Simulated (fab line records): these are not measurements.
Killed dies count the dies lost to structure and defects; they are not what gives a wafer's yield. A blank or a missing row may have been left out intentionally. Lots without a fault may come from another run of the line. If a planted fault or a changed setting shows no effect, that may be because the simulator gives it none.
Matching of chambers / flow berkeley-cmos170 / UCB170_GATE_ETCH_15 on rie-si-01: 3 sister chambers
The step etches poly-Si in HBr/Cl2, stops on SiO2, time 56.3 s, target depth 278.2 nm. 6 wafers are shown with their chamber, then 6 later ones without.

WAFERS WITH THEIR CHAMBER
wafer=L491.6; chamber=3; throttle-valve-pct (%)=26.92; HBr_flow_sccm (sccm)=150.8
wafer=L493.1; chamber=3; throttle-valve-pct (%)=26.94; HBr_flow_sccm (sccm)=150.0
wafer=L493.5; chamber=2; throttle-valve-pct (%)=26.31; HBr_flow_sccm (sccm)=150.4
wafer=L493.6; chamber=0; throttle-valve-pct (%)=26.52; HBr_flow_sccm (sccm)=149.8
wafer=L498.2; chamber=0; throttle-valve-pct (%)=26.52; HBr_flow_sccm (sccm)=150.1
wafer=L498.4; chamber=2; throttle-valve-pct (%)=26.32; HBr_flow_sccm (sccm)=150.5

WAFERS WITHOUT THEIR CHAMBER
wafer=L498.5; throttle-valve-pct (%)=26.31; HBr_flow_sccm (sccm)=149.3
wafer=L495.3; throttle-valve-pct (%)=26.93; HBr_flow_sccm (sccm)=150.2
wafer=L495.4; throttle-valve-pct (%)=26.51; HBr_flow_sccm (sccm)=150.2
wafer=L495.5; throttle-valve-pct (%)=26.53; HBr_flow_sccm (sccm)=150.5
wafer=L501.3; throttle-valve-pct (%)=26.54; HBr_flow_sccm (sccm)=149.8
wafer=L501.4; throttle-valve-pct (%)=26.32; HBr_flow_sccm (sccm)=149.2

CHAMBER TAKEN BY EACH
wafer=L498.5; from the rows above=2; in truth=2
wafer=L495.3; from the rows above=3; in truth=3
wafer=L495.4; from the rows above=0; in truth=0
wafer=L495.5; from the rows above=0; in truth=0
wafer=L501.3; from the rows above=0; in truth=0
wafer=L501.4; from the rows above=2; in truth=2
6 of 6 placed correctly. Number that these rows cannot place: 0. 0 placed wrongly.
How it was worked out, from the rows above alone: a wafer's distance from a chamber is the root of the sum, over the readings, of the square of ((its reading less the chamber's mean) divided by the reading's scatter). If the next closest chamber is less than 2 further off than the closest, the wafer can't be placed; otherwise it belongs to the closest. The mean given for a chamber averages the wafers shown for that chamber. The scatter: take each reading less its chamber's mean, square it, sum over the shown wafers, divide by the number of wafers less the number of chambers, and take the root.
